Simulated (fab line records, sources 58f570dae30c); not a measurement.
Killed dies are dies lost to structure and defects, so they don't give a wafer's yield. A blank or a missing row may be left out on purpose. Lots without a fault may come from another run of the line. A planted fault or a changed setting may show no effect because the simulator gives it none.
Split-lot experiment | flow berkeley_cmos170 | 5 lots, 23 wafers read, on a route of 331 steps

THE SPLIT
At UCB170_M3_SPUTTER_01 (material Al, target thk 900 nm, time 120 s), the setting chamber_pressure_pa was moved away from the recipe's 0.5 Pa on 10 of the 23 wafers read, by -13.6% to -9.5%. The other wafers ran this setting at the recipe's value.

The reading is taken at the split's own step.

THE READING
Al_of_M3_SPUTTER_01.thk_nm (the simulator's own value, which no gauge read), in nm, at UCB170_M3_SPUTTER_01 (material Al, target thk 900 nm, time 120 s). The file gives no usual value for it. The 13 wafers here that ran the recipe average 897.5 nm, standard deviation 7.2 nm.

wafer  | tool, chamber at the split | chamber_pressure_pa as run, Pa | against the recipe | Al_of_M3_SPUTTER_01.thk_nm, nm | against lot-mates on the recipe
L074.1 | pvd_sputter-01, -          | 0.4321                         | -13.6%             | 936.1                          | no lot-mate on the recipe
L074.2 | pvd_sputter-01, -          | 0.4321                         | -13.6%             | 937.8                          | no lot-mate on the recipe
L074.4 | pvd_sputter-01, -          | 0.4321                         | -13.6%             | 936.7                          | no lot-mate on the recipe
L074.5 | pvd_sputter-01, -          | 0.4321                         | -13.6%             | 943.2                          | no lot-mate on the recipe
L074.6 | pvd_sputter-01, -          | 0.4321                         | -13.6%             | 937.6                          | no lot-mate on the recipe
L076.1 | pvd_sputter-01, -          | 0.5                            | recipe             | 897                            | -
L076.2 | pvd_sputter-01, -          | 0.5                            | recipe             | 899.7                          | -
L076.3 | pvd_sputter-01, -          | 0.5                            | recipe             | 893.5                          | -
L076.4 | pvd_sputter-01, -          | 0.5                            | recipe             | 890.6                          | -
L076.5 | pvd_sputter-01, -          | 0.5                            | recipe             | 894.1                          | -
L079.1 | pvd_sputter-03, -          | 0.4526                         | -9.5%              | 924.5                          | no lot-mate on the recipe
L079.3 | pvd_sputter-03, -          | 0.4526                         | -9.5%              | 919.9                          | no lot-mate on the recipe
L079.4 | pvd_sputter-03, -          | 0.4526                         | -9.5%              | 898.5                          | no lot-mate on the recipe
L079.5 | pvd_sputter-03, -          | 0.4526                         | -9.5%              | 919.5                          | no lot-mate on the recipe
L079.6 | pvd_sputter-03, -          | 0.4526                         | -9.5%              | 916.9                          | no lot-mate on the recipe
L083.1 | pvd_sputter-03, -          | 0.5                            | recipe             | 898.6                          | -
L083.3 | pvd_sputter-03, -          | 0.5                            | recipe             | 888.9                          | -
L083.4 | pvd_sputter-03, -          | 0.5                            | recipe             | 904.8                          | -
L083.5 | pvd_sputter-03, -          | 0.5                            | recipe             | 884.6                          | -
L083.6 | pvd_sputter-03, -          | 0.5                            | recipe             | 901.1                          | -
L081.1 | pvd_sputter-01, -          | 0.5                            | recipe             | 907.7                          | -
L081.4 | pvd_sputter-01, -          | 0.5                            | recipe             | 896.5                          | -
L081.6 | pvd_sputter-01, -          | 0.5                            | recipe             | 910.7                          | -

THE FIT
A straight line over all 23 wafers: Al_of_M3_SPUTTER_01.thk_nm changes by -2.72 nm for each +1% of chamber_pressure_pa; r = -0.90; the points scatter about the line by 8.3 nm.
Too few moved wafers have a lot-mate on the recipe to fit a line with each lot's own level taken away.

THE FILE'S OWN FIT
Al_of_M3_SPUTTER_01.thk_nm changes by -2.72 nm for each +1% of chamber_pressure_pa, r = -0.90.
